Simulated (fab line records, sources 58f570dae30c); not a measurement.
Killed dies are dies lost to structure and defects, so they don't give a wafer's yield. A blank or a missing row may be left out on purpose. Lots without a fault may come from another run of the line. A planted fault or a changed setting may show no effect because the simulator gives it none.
Which tool did it? | flow berkeley_cmos170 | 15 lots, 45 wafers sampled, at 6 steps of a route of 331

WHAT THE GAUGES READ, wafer by wafer
UCB170_FIELD_THK_MEAS_90.
lot  | measured    | on            | FIELD_OXIDE_LEFT_1_THK (nm)
L241 | day 4 18:40 | film_metro-01 | 419 420 429
L243 | day 5 16:59 | film_metro-03 | 450 456 449
L244 | day 6 02:54 | film_metro-04 | 437 439 430
L246 | day 6 06:55 | film_metro-04 | 465 457 460
L245 | day 6 06:55 | film_metro-03 | 461 458 459
L247 | day 6 11:07 | film_metro-04 | 448 448 455
L249 | day 6 19:47 | film_metro-01 | 455 439 450
L252 | day 7 10:59 | film_metro-01 | 434 428 432
L254 | day 8 03:08 | film_metro-04 | 447 458 464
L255 | day 8 03:08 | film_metro-03 | 433 440 439
L256 | day 8 03:08 | film_metro-01 | 457 452 454
L259 | day 8 18:25 | film_metro-04 | 430 437 442
L261 | day 8 18:29 | film_metro-03 | 439 445 433
L260 | day 8 18:44 | film_metro-01 | 440 442 435
L263 | day 9 12:34 | film_metro-03 | 445 451 453

UCB170_PSD_TW_MEAS_10.
lot  | measured     | on            | PSD_TW
L241 | day 6 06:40  | film_metro-03 | 2344 2353 2348
L243 | day 7 08:46  | film_metro-02 | 2331 2343 2334
L244 | day 7 21:54  | film_metro-04 | 2336 2355 2353
L246 | day 7 22:23  | film_metro-03 | 2322 2334 2328
L245 | day 7 22:10  | film_metro-02 | 2343 2334 2341
L247 | day 8 07:38  | film_metro-02 | 2345 2336 2342
L249 | day 8 14:58  | film_metro-02 | 2347 2344 2348
L252 | day 9 06:19  | film_metro-02 | 2353 2351 2369
L254 | day 9 18:39  | film_metro-02 | 2260 2256 2246
L255 | day 9 19:06  | film_metro-03 | 2228 2230 2234
L256 | day 9 18:48  | film_metro-04 | 2250 2257 2255
L259 | day 10 09:07 | film_metro-03 | 2320 2326 2312
L261 | day 10 12:15 | film_metro-03 | 2324 2323 2326
L260 | day 10 08:49 | film_metro-04 | 2374 2365 2362
L263 | day 11 08:04 | film_metro-04 | 2350 2351 2346

UCB170_NSD_TW_MEAS_10.
lot  | measured     | on            | NSD_TW
L241 | day 6 10:17  | film_metro-02 | 4214 4207 4211
L243 | day 7 10:17  | film_metro-02 | 4217 4205 4236
L244 | day 7 23:44  | film_metro-04 | 4230 4242 4219
L246 | day 8 00:50  | film_metro-04 | 4237 4242 4277
L245 | day 8 00:00  | film_metro-02 | 4211 4218 4176
L247 | day 8 09:32  | film_metro-04 | 4222 4244 4225
L249 | day 8 17:05  | film_metro-02 | 4220 4211 4213
L252 | day 9 09:59  | film_metro-03 | 4192 4165 4206
L254 | day 9 21:06  | film_metro-04 | 4246 4243 4236
L255 | day 9 21:20  | film_metro-04 | 4251 4244 4233
L256 | day 9 21:11  | film_metro-03 | 4189 4206 4210
L259 | day 10 11:23 | film_metro-02 | 4253 4242 4251
L261 | day 10 14:04 | film_metro-02 | 4246 4253 4232
L260 | day 10 11:10 | film_metro-04 | 4266 4274 4269
L263 | day 11 10:44 | film_metro-03 | 4183 4214 4213

UCB170_SDANNEAL_RS_MEAS_02: measures by four-point-probe.
lot  | measured     | on            | PSD_RS (ohm/sq)
L241 | day 6 11:41  | film_metro-02 | 75.24 75.06 74.93
L243 | day 7 11:27  | film_metro-02 | 75.85 75.75 75.51
L244 | day 8 00:56  | film_metro-03 | 75.90 75.85 75.16
L246 | day 8 02:04  | film_metro-04 | 75.53 75.74 75.74
L245 | day 8 01:32  | film_metro-04 | 75.33 75.10 75.04
L247 | day 8 10:40  | film_metro-02 | 75.66 75.76 75.71
L249 | day 8 19:03  | film_metro-03 | 75.18 75.41 75.24
L252 | day 9 11:17  | film_metro-03 | 75.33 75.12 75.24
L254 | day 9 22:15  | film_metro-04 | 77.74 77.48 77.45
L255 | day 9 22:34  | film_metro-03 | 78.26 78.40 78.07
L256 | day 9 22:44  | film_metro-04 | 77.76 77.93 77.78
L259 | day 10 12:50 | film_metro-02 | 75.62 75.67 75.61
L261 | day 10 15:10 | film_metro-02 | 75.15 75.10 75.13
L260 | day 10 12:24 | film_metro-04 | 75.76 75.79 75.66
L263 | day 11 12:37 | film_metro-03 | 75.24 75.56 75.36

WHICH TOOL RAN EACH LOT (tool, then ch and the chambers of the sampled wafers, then the start)
lot  | UCB170_PSD_IMPLANT_08           | UCB170_PSD_STRIP_09
L241 | implanter-03 ch 0, day 6 06:25  | plasma_asher-02 ch 0,1, day 6 06:34
L243 | implanter-02 ch 0, day 7 08:34  | plasma_asher-04 ch 0,1, day 7 08:40
L244 | implanter-02 ch 0, day 7 21:39  | plasma_asher-04 ch 0,1, day 7 21:48
L246 | implanter-03 ch 0, day 7 22:08  | plasma_asher-01 ch 0,1, day 7 22:17
L245 | implanter-04 ch 0, day 7 21:56  | plasma_asher-02 ch 1, day 7 22:04
L247 | implanter-03 ch 0, day 8 07:23  | plasma_asher-02 ch 0,1, day 8 07:32
L249 | implanter-04 ch 0, day 8 14:43  | plasma_asher-04 ch 0,1, day 8 14:52
L252 | implanter-03 ch 0, day 9 06:04  | plasma_asher-01 ch 0,1, day 9 06:13
L254 | implanter-04 ch 0, day 9 18:24  | plasma_asher-02 ch 0,1, day 9 18:33
L255 | implanter-04 ch 0, day 9 18:51  | plasma_asher-01 ch 0,1, day 9 19:00
L256 | implanter-04 ch 0, day 9 18:33  | plasma_asher-01 ch 0,1, day 9 18:42
L259 | implanter-03 ch 0, day 10 08:52 | plasma_asher-02 ch 0,1, day 10 09:01
L261 | implanter-03 ch 0, day 10 12:02 | plasma_asher-02 ch 0,1, day 10 12:10
L260 | implanter-03 ch 0, day 10 08:35 | plasma_asher-02 ch 0, day 10 08:43
L263 | implanter-03 ch 0, day 11 07:49 | plasma_asher-02 ch 0,1, day 11 07:58
- UCB170_PSD_IMPLANT_08
- UCB170_PSD_STRIP_09: strips in O2.

WHAT THE TOOLS THEMSELVES READ (means of the sampled wafers that have a number; where no wafer has one, the mark that the record gives instead)
UCB170_PSD_IMPLANT_08.
lot  | tool         | beam_energy_keV
L241 | implanter-03 | 19.995
L243 | implanter-02 | 20.005
L244 | implanter-02 | 19.996
L246 | implanter-03 | 20.005
L245 | implanter-04 | 19.999
L247 | implanter-03 | 20.002
L249 | implanter-04 | 20.002
L252 | implanter-03 | 20.000
L254 | implanter-04 | 16.397
L255 | implanter-04 | 16.406
L256 | implanter-04 | 16.396
L259 | implanter-03 | 19.996
L261 | implanter-03 | 20.004
L260 | implanter-03 | 19.999
L263 | implanter-03 | 20.006

UCB170_PSD_STRIP_09.
lot  | tool            | drypump_motor_current_A (A) | oes_product_au (a.u.) | strip_time_to_endpoint_s (s)
L241 | plasma_asher-02 | 5.6                         | 0.602                 | 29.50
L243 | plasma_asher-04 | 5.8                         | 0.599                 | 29.41
L244 | plasma_asher-04 | 5.9                         | 0.604                 | 29.34
L246 | plasma_asher-01 | 5.5                         | 0.596                 | 29.25
L245 | plasma_asher-02 | 6.0                         | 0.601                 | 29.46
L247 | plasma_asher-02 | 5.6                         | 0.600                 | 29.38
L249 | plasma_asher-04 | 5.9                         | 0.603                 | 29.42
L252 | plasma_asher-01 | 5.5                         | 0.603                 | 29.34
L254 | plasma_asher-02 | 5.6                         | 0.617                 | 27.79
L255 | plasma_asher-01 | 5.2                         | 0.627                 | 27.81
L256 | plasma_asher-01 | 5.5                         | 0.623                 | 27.89
L259 | plasma_asher-02 | 5.6                         | 0.601                 | 29.30
L261 | plasma_asher-02 | 5.2                         | 0.600                 | 29.38
L260 | plasma_asher-02 | 4.8                         | 0.601                 | 29.31
L263 | plasma_asher-02 | 5.6                         | 0.600                 | 29.48

THE ANSWER, worked out from the rows above alone
Rule: what is usual is taken from the lots themselves. Put in order of their means at a reading, lots are off if they are a third of the lots or fewer, leave a main group of 4 or more, and stand apart from it by a gap of 3 or more times the standard deviation of the main group's means; of several such gaps the widest counts. A main group whose means are all the same, to the digits that the tables above print for the reading, isn't used. A lot without any number at a reading at which 4 lots or more have one is off too. The other lots that the step has rows for count as sound. The gauges are gone through in route order, then the tools' own readings, and for those a lot's mean is taken as printed above. The first step at which some lot is off is used, and at that step the reading that is off furthest; a lot without a number counts as furthest.
Off: L254, L255, L256, at UCB170_PSD_TW_MEAS_10 (PSD_TW). The main group: mean 2342, standard deviation 13.
A tool fits if, at a process step before that reading, it ran every lot that is off, and no sound lot after the first of them. The gauges at UCB170_PSD_TW_MEAS_10 aren't tried: what is off there is off at UCB170_PSD_IMPLANT_08 too, on other tools, and a gauge's error can't cause that. One fits: implanter-04 at UCB170_PSD_IMPLANT_08. Its last sound lot is L249 (day 8 14:43), its first lot that is off L254 (day 9 18:24): a fault that began between those two fits.
The tool's own readings at UCB170_PSD_IMPLANT_08 bear it out: on the lots that are off they differ by more than 5 times the standard deviation of the sound lots' means. beam_energy_keV reads 16.400 there against 20.001 on the sound lots.

WHAT THE SIMULATOR HAD PUT IN
Process parameter drift: implanter-04, from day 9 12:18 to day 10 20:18, at UCB170_PSD_IMPLANT_08. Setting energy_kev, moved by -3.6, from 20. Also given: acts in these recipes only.
Lots struck among those shown: L254, L255, L256. The rule above found the same.
